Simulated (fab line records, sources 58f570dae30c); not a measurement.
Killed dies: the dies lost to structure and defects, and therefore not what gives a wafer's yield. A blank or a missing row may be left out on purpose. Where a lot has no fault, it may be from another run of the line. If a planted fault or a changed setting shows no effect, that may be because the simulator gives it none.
Which tool is to blame? | flow berkeley-cmos170 | Sampling: 14 lots, 42 wafers, 4 of 331 route steps

== WHAT THE GAUGES READ, wafer by wafer ==
UCB170_PWELL_THK_MEAS_03.
lot  | measured    | on            | PWELL_OXIDE_THK (nm)
L556 | day 3 05:22 | film-metro-03 | 26.3 26.8 26.4
L555 | day 3 05:23 | film-metro-02 | 26.7 26.6 26.6
L558 | day 3 19:55 | film-metro-03 | 27.6 27.3 27.4
L560 | day 3 19:55 | film-metro-02 | 27.3 27.2 26.5
L561 | day 4 08:53 | film-metro-02 | 26.0 26.1 26.3
L563 | day 4 18:44 | film-metro-03 | 26.2 26.3 25.8
L564 | day 4 18:44 | film-metro-02 | 26.1 26.6 26.6
L565 | day 5 07:49 | film-metro-03 | 26.5 26.8 27.0
L567 | day 5 19:22 | film-metro-03 | 27.3 26.7 27.3
L572 | day 6 18:20 | film-metro-03 | 26.4 26.6 26.8
L574 | day 7 01:27 | film-metro-03 | 26.0 25.9 26.2
L576 | day 7 13:09 | film-metro-03 | 26.8 27.0 27.3
L577 | day 7 22:40 | film-metro-03 | 26.1 26.0 25.7
L578 | day 7 22:41 | film-metro-02 | 26.6 26.6 26.6

UCB170_ACTIVE_OVL_MEAS_14.
lot  | measured    | on         | ACTIVE_OVL (nm)
L556 | day 5 09:32 | overlay-02 | 0 -3 -3
L555 | day 5 09:47 | overlay-01 | -6 2 -7
L558 | day 5 20:32 | overlay-02 | -2 -12 6
L560 | day 5 20:25 | overlay-01 | -3 -7 -4
L561 | day 6 07:01 | overlay-01 | -5 -4 -8
L563 | day 6 18:40 | overlay-02 | -5 -11 -9
L564 | day 6 18:26 | overlay-01 | -4 -5 -3
L565 | day 7 02:10 | overlay-01 | 0 -7 -3
L567 | day 7 14:59 | overlay-01 | -7 -12 -2
L572 | day 8 15:50 | overlay-01 | 5 -5 3
L574 | day 9 04:50 | overlay-01 | 3 1 2
L576 | day 9 05:23 | overlay-02 | -1 -18 -12
L577 | day 9 15:22 | overlay-01 | -2 1 -1
L578 | day 9 15:02 | overlay-01 | 3 6 3

UCB170_NVT_TW_MEAS_09.
lot  | measured     | on            | NVT_TW
L556 | day 6 20:58  | film-metro-03 | 526.5 529.9 526.4
L555 | day 6 20:43  | film-metro-02 | 525.3 525.1 525.8
L558 | day 7 08:27  | film-metro-02 | 525.9 525.0 527.8
L560 | day 7 08:07  | film-metro-03 | 528.5 529.4 529.1
L561 | day 7 22:14  | film-metro-02 | 525.5 527.8 524.6
L563 | day 8 07:41  | film-metro-03 | 528.8 531.8 529.0
L564 | day 8 07:37  | film-metro-02 | 527.0 529.1 527.6
L565 | day 8 18:32  | film-metro-01 | 531.0 530.3 529.4
L567 | day 9 05:17  | film-metro-03 | 528.6 528.4 529.3
L572 | day 10 03:07 | film-metro-03 | 522.5 523.0 523.8
L574 | day 10 20:34 | film-metro-02 | 523.9 524.3 522.4
L576 | day 10 20:34 | film-metro-03 | 525.3 525.5 524.5
L577 | day 11 04:47 | film-metro-02 | 523.7 523.8 527.4
L578 | day 11 04:54 | film-metro-03 | 523.8 522.4 521.7

== TOOL THAT RAN EACH LOT (tool first, then ch and the chambers of the sampled wafers, then the start) ==
lot  | UCB170_NVT_IMPLANT_07
L556 | implanter-02 ch 0, day 6 20:43
L555 | implanter-03 ch 0, day 6 20:29
L558 | implanter-02 ch 0, day 7 08:12
L560 | implanter-03 ch 0, day 7 07:52
L561 | implanter-03 ch 0, day 7 21:59
L563 | implanter-03 ch 0, day 8 07:26
L564 | implanter-02 ch 0, day 8 07:22
L565 | implanter-02 ch 0, day 8 18:18
L567 | implanter-03 ch 0, day 9 05:02
L572 | implanter-02 ch 0, day 10 02:55
L574 | implanter-02 ch 0, day 10 20:19
L576 | implanter-01 ch 0, day 10 20:19
L577 | implanter-01 ch 0, day 11 04:32
L578 | implanter-02 ch 0, day 11 04:41
- UCB170_NVT_IMPLANT_07

== WHAT THE TOOLS THEMSELVES READ (means of the sampled wafers that have a number; where no wafer has one, the mark that the record gives instead) ==
UCB170_NVT_IMPLANT_07.
lot  | tool         | beam-energy-keV | dose-ions-cm2
L556 | implanter-02 | 49.998          | 3e+12
L555 | implanter-03 | 49.986          | 3e+12
L558 | implanter-02 | 49.990          | 3e+12
L560 | implanter-03 | 49.993          | 3e+12
L561 | implanter-03 | 49.986          | 3e+12
L563 | implanter-03 | 50.015          | 3e+12
L564 | implanter-02 | 49.998          | 3e+12
L565 | implanter-02 | 50.007          | 3e+12
L567 | implanter-03 | 50.004          | 3e+12
L572 | implanter-02 | 49.993          | 3e+12
L574 | implanter-02 | 50.002          | 3e+12
L576 | implanter-01 | 49.997          | 3e+12
L577 | implanter-01 | 50.002          | 3e+12
L578 | implanter-02 | 49.997          | 3e+12

== THE ANSWER, worked out from the rows above alone ==
Rule: usual is defined by the lots themselves. The widest of any qualifying gaps counts: lots, ordered by their means at a reading, are off when they make up no more than a third of the lots, leave a main group of 4 or more, and stand apart from it by 3 or more times the standard deviation of that group's means. A main group is skipped when, at the precision printed for the reading in the tables above, its means are all equal. Also off: a lot with no number at a reading for which 4 or more lots have one. Any other lot the step has rows for is counted as sound. After the gauges, taken in route order, come the tools' own readings; for these a lot's mean is taken, as printed above. The first step at which some lot is off is used, and at that step the reading that is off furthest; a lot without a number counts as furthest.
Across all readings shown, no lot is off: no conclusion can be drawn from this.

== WHAT THE SIMULATOR PUT IN ==
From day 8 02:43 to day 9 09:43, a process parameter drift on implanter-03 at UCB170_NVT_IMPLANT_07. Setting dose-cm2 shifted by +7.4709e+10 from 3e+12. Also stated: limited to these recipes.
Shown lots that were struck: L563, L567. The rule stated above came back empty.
